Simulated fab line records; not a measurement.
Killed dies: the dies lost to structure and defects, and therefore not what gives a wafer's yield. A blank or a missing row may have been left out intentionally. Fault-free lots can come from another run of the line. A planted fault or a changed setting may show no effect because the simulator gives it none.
Which tool is to blame? ; flow rit cmos ; 42 wafers from 14 lots sampled at 3 of the route's 202 steps

WHAT THE GAUGES SHOWED, per wafer
RIT_NWELL_TW_MEAS_10. Usual: NWELL_TW typically reads 2158, with standard deviation 11.
lot;measured;on;NWELL_TW;flag
L996;day 2 03:11;film metro-03;2172 2153 2166;
L997;day 2 07:24;film metro-03;2165 2169 2153;
L998;day 2 12:08;film metro-03;2164 2172 2160;
L999;day 2 16:56;film metro-03;2152 2164 2166;
L100;day 2 21:55;film metro-01;2163 2160 2149;
L103;day 3 13:25;film metro-03;2171 2156 2160;
L107;day 4 08:59;film metro-03;1995 2009 1993 2000 1993 1992;OFF
L108;day 4 13:57;film metro-01;2028 2019 2020 2012 2019 2025;OFF
L112;day 5 11:39;film metro-03;2162 2148 2153;
L113;day 5 15:45;film metro-01;2172 2158 2160;
L114;day 5 19:46;film metro-01;2158 2158 2156;
L115;day 6 00:56;film metro-04;2173 2160 2152;
L117;day 6 12:20;film metro-01;2153 2157 2171;
L118;day 6 17:33;film metro-01;2162 2166 2159;

RIT_WELLDRIVE_RS_MEAS_01: the measuring method here is four-point-probe. Usual: NWELL_RS typically reads 278.1 ohm/sq, with standard deviation 0.75.
lot;measured;on;NWELL_RS (ohm/sq);flag
L996;day 2 09:54;film metro-01;277.5 278.4 278.4;
L997;day 2 14:32;film metro-01;277.3 278.0 277.5;
L998;day 2 19:34;film metro-01;277.6 277.8 277.6;
L999;day 2 23:39;film metro-01;277.6 277.8 278.1;
L100;day 3 04:44;film metro-03;277.3 277.4 276.4;
L103;day 3 20:14;film metro-01;279.1 278.9 279.2;
L107;day 4 20:10;film metro-04;320.2 319.1 320.7 319.3 319.1 320.4;OFF
L108;day 5 00:20;film metro-04;318.3 317.5 318.6 317.8 317.6 317.9;OFF
L112;day 5 18:29;film metro-03;278.7 278.9 278.8;
L113;day 5 23:22;film metro-04;277.5 278.7 278.4;
L114;day 6 03:26;film metro-03;278.6 278.6 278.2;
L115;day 6 07:48;film metro-01;277.9 278.2 278.3;
L117;day 6 19:02;film metro-01;278.3 279.9 279.5;
L118;day 7 00:16;film metro-01;277.9 278.2 278.3;

TOOL THAT RAN EACH LOT (tool first, then ch and the chambers of the sampled wafers, then the start)
lot;RIT_NWELL_IMPLANT_08
L996;implanter-01 ch 0, day 2 02:53
L997;implanter-01 ch 0, day 2 07:05
L998;implanter-04 ch 0, day 2 11:49
L999;implanter-04 ch 0, day 2 16:39
L100;implanter-02 ch 0, day 2 21:35
L103;implanter-01 ch 0, day 3 13:06
L107;implanter-04 ch 0, day 4 08:41
L108;implanter-04 ch 0, day 4 13:37
L112;implanter-01 ch 0, day 5 11:21
L113;implanter-01 ch 0, day 5 15:28
L114;implanter-01 ch 0, day 5 19:29
L115;implanter-01 ch 0, day 6 00:37
L117;implanter-02 ch 0, day 6 12:01
L118;implanter-02 ch 0, day 6 17:15
- RIT_NWELL_IMPLANT_08

WHAT THE TOOLS THEMSELVES READ (means of the sampled wafers that have a number; where no wafer has one, the mark that the record gives instead)
RIT_NWELL_IMPLANT_08. Usual: beam on s 9.99 s, standard deviation 0.21; end station pressure torr 5.08e-06 Torr, standard deviation 2.8e-07; faraday current uA 156, standard deviation 3.3.
lot;tool;beam on s (s);end station pressure torr (Torr);faraday current uA;flag
L996;implanter-01;10.11;5.19e-06;155;
L997;implanter-01;10.01;5.33e-06;157;
L998;implanter-04;10.02;5.10e-06;156;
L999;implanter-04;9.92;5.06e-06;158;
L100;implanter-02;10.03;5.20e-06;156;
L103;implanter-01;9.90;5.02e-06;158;
L107;implanter-04;8.03;5.34e-06;194;OFF
L108;implanter-04;7.98;5.10e-06;196;OFF
L112;implanter-01;9.92;5.05e-06;158;
L113;implanter-01;10.22;4.82e-06;152;
L114;implanter-01;9.78;5.21e-06;159;
L115;implanter-01;10.05;5.15e-06;155;
L117;implanter-02;9.99;4.99e-06;156;
L118;implanter-02;9.96;5.23e-06;157;

THE ANSWER, worked out from the rows above alone
Rule: a lot is off if the mean of its wafers that have a number lies more than 3 standard deviations from the usual mean. A lot without any number at a reading at which 4 lots or more have one is off too. Where the step has rows for the other lots, those lots are counted as sound. After the gauges, taken in route order, come the tools' own readings; for these a lot's mean is taken, as printed above. The first step at which some lot is off is used, and at that step the reading that is off furthest; a lot without a number counts as furthest.
Off: L107, L108, seen at RIT_NWELL_TW_MEAS_10 (NWELL_TW).
A tool fits if, at a process step before that reading, it ran every lot that is off, and no sound lot after the first of them. The gauges at RIT_NWELL_TW_MEAS_10 aren't tried: what is off there is off at RIT_WELLDRIVE_RS_MEAS_01 too, on other tools, and a gauge's error can't cause that. One candidate fits, namely implanter-04 at RIT_NWELL_IMPLANT_08. A fault onset in the window from L999 (day 2 16:39, its last sound lot) to L107 (day 4 08:41, its first lot off) fits.
The tool's own readings at RIT_NWELL_IMPLANT_08 bear it out: on the lots that are off they differ by more than 5 times the standard deviation of the sound lots' means. beam on s reads 8.00 s there against 9.99 s on the sound lots; faraday current uA reads 195 there against 156 on the sound lots.

WHAT THE SIMULATOR PUT IN
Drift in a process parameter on implanter-04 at RIT_NWELL_IMPLANT_08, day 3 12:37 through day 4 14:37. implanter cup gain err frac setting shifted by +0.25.
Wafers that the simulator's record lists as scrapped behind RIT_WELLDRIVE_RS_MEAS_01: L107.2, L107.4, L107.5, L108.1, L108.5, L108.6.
Shown lots that were struck: L107, L108. The rule given above showed the same thing.
